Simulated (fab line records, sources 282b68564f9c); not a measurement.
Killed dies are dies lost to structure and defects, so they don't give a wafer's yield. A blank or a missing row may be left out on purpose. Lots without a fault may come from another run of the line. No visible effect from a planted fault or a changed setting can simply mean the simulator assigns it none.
A struck lot beside a sound one :: flow ritCmos :: 19 out of 202 route steps
Sound: the wafers L632.3, L632.4, L632.6. Struck: wafers L646.2, L646.3, L646.6. At the end, the cause is stated.
For every step that has rows: the tool of each side, followed by ch and its chambers, followed by its first start. Under that, the readings that differ: sound wafers :: struck wafers :: difference of the means :: sigmas: that difference in standard deviations of wafers without a fault.
alike: same words and numbers on both sides, and readings whose means sit less than 2 such deviations apart. not compared: any withheld reading, any reading some wafer has no value for, any bound like >300 that may hide the same value, and any number with overlapping values for which the record gives no deviation.
A row with sigmas, a row that says differs or no value, or rows on one side alone: a step with any of these is where the two part. Numbers that don't overlap but have no deviation are shown without sigmas and don't part them. A reading that every wafer of one side lacks parts them only if that side has two wafers or more.

first, 2 steps without rows for these wafers: RIT_PWELL_HARDBAKE_07 (time 120 s); RIT_PWELL_IMPLANT_08.
RIT_PWELL_STRIP_09: strips in O2, time 180 s.
  sound on plasmaAsher-03 ch 0,1, day 2 09:38; struck on plasmaAsher-03 ch 0, day 5 03:36
  alike: drypumpMotorCurrentA
  not compared: rfHoursCounterH
RIT_PWELL_TW_MEAS_10:
  struck on filmMetro-02, day 5 03:47; sound on filmMetro-02, day 2 09:46
  alike: PWELL_TW
then, 1 step without rows for these wafers: RIT_WELLDRIVE_ANNEAL_00 (time 14700 s).
RIT_WELLDRIVE_RS_MEAS_01: a four-point-probe measurement.
  struck on filmMetro-03, day 5 09:04; sound on filmMetro-02, day 2 16:38
  alike: NWELL_RS
RIT_WELLDRIVE_RS_MEAS_02: a four-point-probe measurement.
  struck on filmMetro-03, day 5 09:11; sound on filmMetro-02, day 2 16:45
  alike: PWELL_RS
then, 5 steps without rows for these wafers: RIT_NRETRO_HMDS_00 (prime time 60 s); RIT_NRETRO_COAT_01 (resist thk 1300 nm); RIT_NRETRO_SOFTBAKE_02 (time 60 s); RIT_NRETRO_EXPOSE_03 (exposes mask M4, target cd 43900 nm); RIT_NRETRO_PEB_04.
RIT_NRETRO_DEVELOP_05: develop time 68 s.
  sound on lithoTrack-03 ch 0, day 2 17:00; struck on lithoTrack-03 ch 0, day 5 10:00
RIT_NRETRO_OVL_MEAS_06:
  struck on overlay-01, day 5 10:10; sound on overlay-01, day 2 17:56
  alike: NRETRO_OVL
then, 2 steps without rows for these wafers: RIT_NRETRO_HARDBAKE_07 (time 120 s); RIT_NRETRO_IMPLANT_08.
RIT_NRETRO_STRIP_09: strips in O2, time 180 s.
  sound on plasmaAsher-03 ch 0,1, day 2 18:26; struck on plasmaAsher-03 ch 0,1, day 5 10:36
  alike: drypumpMotorCurrentA
  not compared: rfHoursCounterH
RIT_NRETRO_TW_MEAS_10:
  struck on filmMetro-04, day 5 11:01; sound on filmMetro-04, day 2 18:34
reading: NRETRO_TW
sound: 1044 1037 1037
struck: 219 219 219
difference: -820
sigmas: -84
  not compared: hold
RIT_M1_PROBE_99:
  rows exist in the record for the sound wafers here (prober-02, day 4 04:07), none for the struck ones

WHERE THEY PART
Last at RIT_M1_PROBE_99 as far as this record goes, first at RIT_NRETRO_TW_MEAS_10.

WHY: what had been put in by the simulator
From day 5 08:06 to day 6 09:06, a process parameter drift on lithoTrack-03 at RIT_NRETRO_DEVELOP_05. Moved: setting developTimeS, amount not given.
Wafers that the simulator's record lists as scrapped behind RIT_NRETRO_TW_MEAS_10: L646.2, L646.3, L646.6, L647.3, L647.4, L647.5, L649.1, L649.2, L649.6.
